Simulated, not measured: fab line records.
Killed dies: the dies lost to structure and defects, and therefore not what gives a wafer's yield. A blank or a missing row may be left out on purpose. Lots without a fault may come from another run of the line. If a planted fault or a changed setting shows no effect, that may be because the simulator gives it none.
2 desks looking at one fault    flow berkeley cmos170    every desk sees just its own numbers, and what lay behind them comes last

## TOOL OWNER'S DESK, rie metal-04
The tool's own readings at UCB170_M2_METAL_ETCH_18 (etches Al in Cl2/BCl3, stops on SiO2, target depth 1170 nm, time 201.3 s): means of the sampled wafers that have a number, for each lot that ran on this tool. A lot is out of limits, marked OUT, if its mean lies more than 4 standard deviations from the usual mean; the brackets give that distance.
Columns: A = drypump motor current A at UCB170_M2_METAL_ETCH_18, usual 5.8 A; B = oes product au at UCB170_M2_METAL_ETCH_18, usual 0.849 a.u.; C = throttle valve pct at UCB170_M2_METAL_ETCH_18, usual 24.40 %
lot   first seen here  A    B      C
L343  day 8 02:14      6.0  0.855  24.49
L347  day 8 11:32      6.0  0.857  24.50
L351  day 9 19:48      5.7  0.855  24.56
L354  day 10 06:04     5.3  0.837  24.60
This desk found nothing out of limits on any of the 4 lots.

## METROLOGY DESK
Lot by lot, what the gauges showed, no matter which tool ran the lot: averages of those sampled wafers that carry a number. A lot is out of limits, marked OUT, if its mean lies more than 4 standard deviations from the usual mean; the brackets give that distance.
Columns: A = PLDD_RS at UCB170_SDANNEAL_RS_MEAS_04, usual 1031.9 ohm/sq
lot   first seen here  A
L341  day 6 13:32      1027.3
L343  day 7 06:37      1033.8
L344  day 7 06:50      1033.5
L345  day 7 12:51      1031.1
L347  day 7 17:58      1030.0
L346  day 7 18:06      1030.3
L348  day 7 18:21      1032.3
L352  day 8 19:30      1032.2
L351  day 8 21:01      1032.3
L354  day 9 10:22      1037.9
L360  day 10 12:14     1030.5
L359  day 10 12:26     1031.7
L361  day 10 13:06     1037.0
L362  day 10 20:46     1033.9
This desk found nothing out of limits on any of the 14 lots.

## ALL TOGETHER
The desk of the tool owner found nothing out of limits.
Metrology desk: nothing out of limits seen.

## WHAT THE SIMULATOR HAD PUT IN
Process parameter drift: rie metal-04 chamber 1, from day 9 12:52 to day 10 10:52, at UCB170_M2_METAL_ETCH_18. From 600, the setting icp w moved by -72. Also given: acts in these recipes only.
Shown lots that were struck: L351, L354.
